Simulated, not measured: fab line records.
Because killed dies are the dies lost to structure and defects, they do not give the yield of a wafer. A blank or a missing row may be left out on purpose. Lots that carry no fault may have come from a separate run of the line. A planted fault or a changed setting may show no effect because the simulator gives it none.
A sampling plan put to the test | flow rit_cmos | each of the 33 faults these records tell of, on one fab line, judged from the records of the lots it struck
The plan is the line's own looks: the steps of the route at which a gauge or an inspection reads the wafer and doesn't change it. A look can be judged if struck wafers have a number there and the file gives its usual mean and standard deviation on fault-free wafers. Caught: a look later than the fault's first step finds the struck wafers' mean 4 or more of those standard deviations (sigma) from the usual mean. On the tool: the test repeated on the tool's own readings taken at the fault's steps. It also counts as caught if the struck wafers ran another recipe or if their record alone is blank.

== THE FAULTS, as the simulator had put them in ==
1. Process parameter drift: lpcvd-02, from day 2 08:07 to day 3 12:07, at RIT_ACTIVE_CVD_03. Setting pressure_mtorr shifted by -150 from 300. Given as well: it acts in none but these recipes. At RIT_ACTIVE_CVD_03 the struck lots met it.
2. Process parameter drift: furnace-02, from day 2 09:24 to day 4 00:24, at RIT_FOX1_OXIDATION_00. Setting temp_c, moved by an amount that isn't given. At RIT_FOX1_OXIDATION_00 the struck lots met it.
3. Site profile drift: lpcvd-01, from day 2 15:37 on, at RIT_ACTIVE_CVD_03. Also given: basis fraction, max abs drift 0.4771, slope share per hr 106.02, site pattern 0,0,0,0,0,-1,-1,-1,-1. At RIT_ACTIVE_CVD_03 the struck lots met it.
4. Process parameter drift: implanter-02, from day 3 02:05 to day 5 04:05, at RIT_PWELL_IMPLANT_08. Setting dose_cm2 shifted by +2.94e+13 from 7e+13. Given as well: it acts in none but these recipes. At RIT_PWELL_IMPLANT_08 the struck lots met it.
5. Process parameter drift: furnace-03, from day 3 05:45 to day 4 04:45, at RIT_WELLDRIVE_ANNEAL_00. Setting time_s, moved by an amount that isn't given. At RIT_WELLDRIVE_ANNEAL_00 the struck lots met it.
6. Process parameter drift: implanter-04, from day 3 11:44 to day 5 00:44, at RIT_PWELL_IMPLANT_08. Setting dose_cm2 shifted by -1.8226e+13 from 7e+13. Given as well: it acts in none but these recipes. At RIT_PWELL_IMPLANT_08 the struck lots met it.
7. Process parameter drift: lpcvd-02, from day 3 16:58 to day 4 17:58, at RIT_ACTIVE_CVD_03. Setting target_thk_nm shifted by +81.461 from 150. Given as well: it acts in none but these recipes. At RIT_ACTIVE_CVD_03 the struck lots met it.
8. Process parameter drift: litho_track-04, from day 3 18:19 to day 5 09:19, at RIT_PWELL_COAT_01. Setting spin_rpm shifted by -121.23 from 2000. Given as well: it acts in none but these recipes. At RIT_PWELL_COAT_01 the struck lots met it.
9. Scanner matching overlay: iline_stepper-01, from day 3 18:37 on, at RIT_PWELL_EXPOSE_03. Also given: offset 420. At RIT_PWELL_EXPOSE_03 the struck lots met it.
10. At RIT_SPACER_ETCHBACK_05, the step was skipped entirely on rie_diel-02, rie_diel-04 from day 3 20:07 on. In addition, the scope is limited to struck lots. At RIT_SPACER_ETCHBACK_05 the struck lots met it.
11. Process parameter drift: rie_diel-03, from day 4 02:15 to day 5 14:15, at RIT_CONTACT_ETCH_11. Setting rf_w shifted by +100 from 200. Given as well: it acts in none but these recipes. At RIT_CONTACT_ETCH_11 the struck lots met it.
12. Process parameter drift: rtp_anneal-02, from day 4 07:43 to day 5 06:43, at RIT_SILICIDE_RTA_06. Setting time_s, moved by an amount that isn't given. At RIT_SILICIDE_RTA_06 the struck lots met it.
13. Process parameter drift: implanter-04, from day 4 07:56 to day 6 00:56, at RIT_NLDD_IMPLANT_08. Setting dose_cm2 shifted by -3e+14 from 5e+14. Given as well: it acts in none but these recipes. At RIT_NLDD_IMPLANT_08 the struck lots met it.
14. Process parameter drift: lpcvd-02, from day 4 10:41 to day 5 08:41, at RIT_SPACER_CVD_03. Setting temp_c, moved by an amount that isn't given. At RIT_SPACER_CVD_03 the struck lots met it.
15. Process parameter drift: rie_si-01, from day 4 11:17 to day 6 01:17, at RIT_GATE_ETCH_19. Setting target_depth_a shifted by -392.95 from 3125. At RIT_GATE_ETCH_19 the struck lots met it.
16. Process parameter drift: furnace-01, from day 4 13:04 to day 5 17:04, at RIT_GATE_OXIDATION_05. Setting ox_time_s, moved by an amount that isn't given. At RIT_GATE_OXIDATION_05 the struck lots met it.
17. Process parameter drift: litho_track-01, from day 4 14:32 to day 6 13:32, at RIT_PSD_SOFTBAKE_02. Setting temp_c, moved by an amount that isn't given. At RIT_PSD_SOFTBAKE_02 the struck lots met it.
18. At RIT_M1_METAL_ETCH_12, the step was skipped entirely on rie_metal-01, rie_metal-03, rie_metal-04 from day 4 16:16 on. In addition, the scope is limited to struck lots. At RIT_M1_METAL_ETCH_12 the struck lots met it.
19. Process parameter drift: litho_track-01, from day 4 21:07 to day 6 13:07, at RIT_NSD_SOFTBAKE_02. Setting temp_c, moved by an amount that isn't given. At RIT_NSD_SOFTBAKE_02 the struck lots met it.
20. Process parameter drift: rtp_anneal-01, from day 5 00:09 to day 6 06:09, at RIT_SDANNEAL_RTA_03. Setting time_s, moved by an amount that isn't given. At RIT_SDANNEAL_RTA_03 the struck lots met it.
21. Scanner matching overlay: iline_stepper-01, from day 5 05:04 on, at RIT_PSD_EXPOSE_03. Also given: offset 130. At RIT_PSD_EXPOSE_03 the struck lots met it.
22. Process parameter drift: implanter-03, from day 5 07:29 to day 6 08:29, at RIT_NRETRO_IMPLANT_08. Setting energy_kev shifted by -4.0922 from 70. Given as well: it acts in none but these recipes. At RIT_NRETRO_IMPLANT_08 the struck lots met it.
23. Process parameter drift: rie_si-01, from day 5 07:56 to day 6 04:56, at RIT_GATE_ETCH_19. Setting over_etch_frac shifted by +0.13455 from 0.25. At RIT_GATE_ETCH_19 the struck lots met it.
24. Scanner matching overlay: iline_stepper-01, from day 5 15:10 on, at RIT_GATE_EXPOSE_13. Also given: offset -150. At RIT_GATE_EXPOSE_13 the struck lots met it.
25. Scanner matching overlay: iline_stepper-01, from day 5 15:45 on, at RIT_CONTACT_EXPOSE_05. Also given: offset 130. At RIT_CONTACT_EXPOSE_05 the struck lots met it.
26. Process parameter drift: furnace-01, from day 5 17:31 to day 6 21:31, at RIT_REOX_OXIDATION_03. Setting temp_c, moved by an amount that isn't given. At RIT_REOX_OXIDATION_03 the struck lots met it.
27. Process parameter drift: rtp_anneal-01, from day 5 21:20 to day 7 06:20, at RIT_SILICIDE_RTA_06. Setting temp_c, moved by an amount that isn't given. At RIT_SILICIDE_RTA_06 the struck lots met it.
28. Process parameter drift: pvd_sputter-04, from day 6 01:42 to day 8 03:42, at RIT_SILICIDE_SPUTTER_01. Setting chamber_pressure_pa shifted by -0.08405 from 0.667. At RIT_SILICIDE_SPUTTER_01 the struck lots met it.
29. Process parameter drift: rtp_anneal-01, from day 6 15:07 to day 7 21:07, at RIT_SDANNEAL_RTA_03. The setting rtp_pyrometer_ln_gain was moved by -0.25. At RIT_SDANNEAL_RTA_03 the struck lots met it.
30. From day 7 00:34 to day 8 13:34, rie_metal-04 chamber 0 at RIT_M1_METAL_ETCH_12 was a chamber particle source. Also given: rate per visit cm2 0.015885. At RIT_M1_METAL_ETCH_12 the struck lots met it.
31. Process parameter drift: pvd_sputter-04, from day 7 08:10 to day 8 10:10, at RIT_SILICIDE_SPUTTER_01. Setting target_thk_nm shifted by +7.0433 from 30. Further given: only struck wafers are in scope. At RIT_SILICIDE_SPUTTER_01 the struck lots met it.
32. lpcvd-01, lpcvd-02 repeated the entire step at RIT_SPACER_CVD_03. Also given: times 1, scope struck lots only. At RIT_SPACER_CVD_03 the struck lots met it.
33. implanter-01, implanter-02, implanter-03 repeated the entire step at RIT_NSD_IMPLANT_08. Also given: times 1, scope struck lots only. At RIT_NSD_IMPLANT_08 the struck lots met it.

== WHAT THE PLAN SAW ==
fault | on the tool itself                               | first look that catches it                      | reading, sigma                                      | median hours from its first step to that look | hours from the fault's start to the first struck lot there | judged looks passed uncaught
1     | pressure_mtorr -99 or beyond sigma               | RIT_ACTIVE_THK_MEAS_04                          | ACTIVE_NITRIDE_THK -23                              | 1.4                                           | 6                                                          | 0
2     | tube_center_temp_C -99 or beyond sigma           | RIT_FOX1_THK_MEAS_01                            | FOX1_OXIDE_THK -4.9                                 | 1.3                                           | 9                                                          | 0
3     | under 2 sigma                                    | RIT_ACTIVE_THK_MEAS_04                          | ACTIVE_NITRIDE_THK -26                              | 1.4                                           | 9                                                          | 0
4     | dose_ions_cm2 +99 or beyond sigma                | RIT_PWELL_TW_MEAS_10                            | PWELL_TW +25                                        | 0.3                                           | 3                                                          | 0
5     | run_length_s -99 or beyond sigma                 | RIT_WELLDRIVE_RS_MEAS_01                        | NWELL_RS +60                                        | 5.1                                           | 10                                                         | 0
6     | dose_ions_cm2 -99 or beyond sigma                | RIT_PWELL_TW_MEAS_10                            | PWELL_TW -18                                        | 0.3                                           | 3                                                          | 0
7     | under 2 sigma                                    | RIT_ACTIVE_THK_MEAS_04                          | ACTIVE_NITRIDE_THK +68                              | 1.4                                           | 4                                                          | 0
8     | spin_speed_rpm -93 sigma                         | not the one look that can be judged after it    | -                                                   | -                                             | -                                                          | 1
9     | no reading that can be judged                    | RIT_PWELL_OVL_MEAS_06                           | PWELL_OVL +99 or beyond                             | 0.5                                           | 6                                                          | 0
10    | no reading that can be judged                    | no look after it can be judged                  | -                                                   | -                                             | -                                                          | 0
11    | rf_fwd_power_W +99 or beyond sigma               | no look after it can be judged                  | -                                                   | -                                             | -                                                          | 0
12    | under 2 sigma                                    | none of the 8 looks that can be judged after it | -                                                   | -                                             | -                                                          | 8
13    | dose_ions_cm2 -99 or beyond sigma                | RIT_NLDD_TW_MEAS_10                             | NLDD_TW -51                                         | 0.3                                           | 3                                                          | 0
14    | susceptor_temp_C +99 or beyond sigma             | RIT_SPACER_THK_MEAS_04                          | SPACER_NITRIDE_THK +74                              | 1.9                                           | 5                                                          | 0
15    | oes_product_au +7.2 sigma                        | no look after it can be judged                  | -                                                   | -                                             | -                                                          | 0
16    | under 2 sigma                                    | RIT_GATE_THK_MEAS_07                            | GATE_OXIDE_THK +18                                  | 2.7                                           | 4                                                          | 0
17    | heater_power_total_W +71 sigma                   | not the one look that can be judged after it    | -                                                   | -                                             | -                                                          | 1
18    | the tool's record is blank for the struck wafers | no look after it can be judged                  | -                                                   | -                                             | -                                                          | 0
19    | heater_power_total_W -99 or beyond sigma         | not the one look that can be judged after it    | -                                                   | -                                             | -                                                          | 1
20    | under 2 sigma                                    | RIT_SDANNEAL_RS_MEAS_04                         | PSD_RS -99 or beyond                                | 0.1                                           | 5                                                          | 0
21    | under 2 sigma                                    | RIT_PSD_OVL_MEAS_06                             | PSD_OVL +93                                         | 0.5                                           | 3                                                          | 0
22    | beam_energy_keV -99 or beyond sigma              | not the one look that can be judged after it    | strongest: NRETRO_TW at RIT_NRETRO_TW_MEAS_10, -3.0 | -                                             | -                                                          | 1
23    | oes_product_au -4.4 sigma                        | no look after it can be judged                  | -                                                   | -                                             | -                                                          | 0
24    | no reading that can be judged                    | RIT_GATE_OVL_MEAS_17                            | GATE_OVL -99 or beyond                              | 0.5                                           | 4                                                          | 0
25    | no reading that can be judged                    | RIT_CONTACT_OVL_MEAS_09                         | CONTACT_OVL +99 or beyond                           | 0.6                                           | 5                                                          | 0
26    | tube_center_temp_C +99 or beyond sigma           | RIT_REOX_THK_MEAS_04                            | REOX_OXIDE_THK +11                                  | 2.5                                           | 13                                                         | 0
27    | wafer_temp_C_max +5.3 sigma                      | no look after it can be judged                  | -                                                   | -                                             | -                                                          | 0
28    | chamber_pressure_pa -65 sigma                    | RIT_SILICIDE_RS_MEAS_02                         | SILICIDE_TI_RS -17                                  | 0.2                                           | 7                                                          | 0
29    | under 2 sigma                                    | RIT_SDANNEAL_RS_MEAS_04                         | PSD_RS -67                                          | 0.1                                           | 4                                                          | 0
30    | under 2 sigma                                    | none of the 2 looks that can be judged after it | strongest: cd_nm at RIT_M1_CD_MEAS_90, -2.2         | -                                             | -                                                          | 2
31    | under 2 sigma                                    | RIT_SILICIDE_RS_MEAS_02                         | SILICIDE_TI_RS -16                                  | 0.2                                           | 5                                                          | 0
32    | under 2 sigma                                    | RIT_SPACER_THK_MEAS_04                          | SPACER_NITRIDE_THK +99 or beyond                    | 4.0                                           | -                                                          | 0
33    | under 2 sigma                                    | RIT_NSD_TW_MEAS_10                              | NSD_TW +31                                          | 0.6                                           | -                                                          | 0
Dash: fault not caught, or number not given in these records.

Caught at a look: 21 of 33. Caught on the tool: 18 of 33. By one or the other: 30 of 33.
Caught on the tool alone: faults 8, 11, 15, 17, 18, 19, 22, 23, 27.
Caught at a look alone: faults 3, 7, 9, 16, 20, 21, 24, 25, 29, 31, 32, 33.
Caught by neither: faults 10, 12, 30.

== THINNER SAMPLING ==
If the look that catches a fault measured only every second or every third lot, by lot number, the first struck lot would be measured this late in the worst case:
fault | struck lots at that look, in order of time | every lot | every second lot | every third lot
1     | L856, L857                                 | 6 h       | 11 h             | may miss all 2
2     | L303, L304                                 | 9 h       | 14 h             | may miss all 2
3     | L989, L990                                 | 9 h       | 14 h             | may miss all 2
4     | L180, L185, L186                           | 3 h       | 28 h             | may miss all 3
5     | L678                                       | 10 h      | may miss it      | may miss it
6     | L782, L783                                 | 3 h       | 13 h             | may miss all 2
7     | L564, L565                                 | 4 h       | 9 h              | may miss all 2
9     | L536, L541                                 | 6 h       | 26 h             | may miss all 2
13    | L614, L619                                 | 3 h       | 27 h             | may miss all 2
14    | L462, L463                                 | 5 h       | 13 h             | may miss all 2
16    | L658, L662                                 | 4 h       | may miss all 2   | may miss all 2
20    | L614, L616, L618                           | 5 h       | may miss all 3   | 25 h
21    | L933, L935                                 | 3 h       | may miss all 2   | may miss all 2
24    | L910, L912, L913, L914                     | 4 h       | 15 h             | 24 h
25    | L972, L973                                 | 5 h       | 11 h             | may miss all 2
26    | L932, L933                                 | 13 h      | 16 h             | may miss all 2
28    | L161, L163, L165                           | 7 h       | may miss all 3   | 26 h
29    | L968, L970                                 | 4 h       | may miss all 2   | may miss all 2
31    | L138, L139                                 | 5 h       | 10 h             | may miss all 2
The hour figures run from when the fault began to the first measured lot among those it struck. Since the struck wafers were tested as one group against 4 sigma, a single lot by itself may lie under the limit. Other struck lots may not be in these records.

== THE LONGEST TIMED WAY FROM STEP TO LOOK ==
Fault 5: median gap of 5.1 hours between RIT_WELLDRIVE_ANNEAL_00 and RIT_WELLDRIVE_RS_MEAS_01. No look between them can be judged.
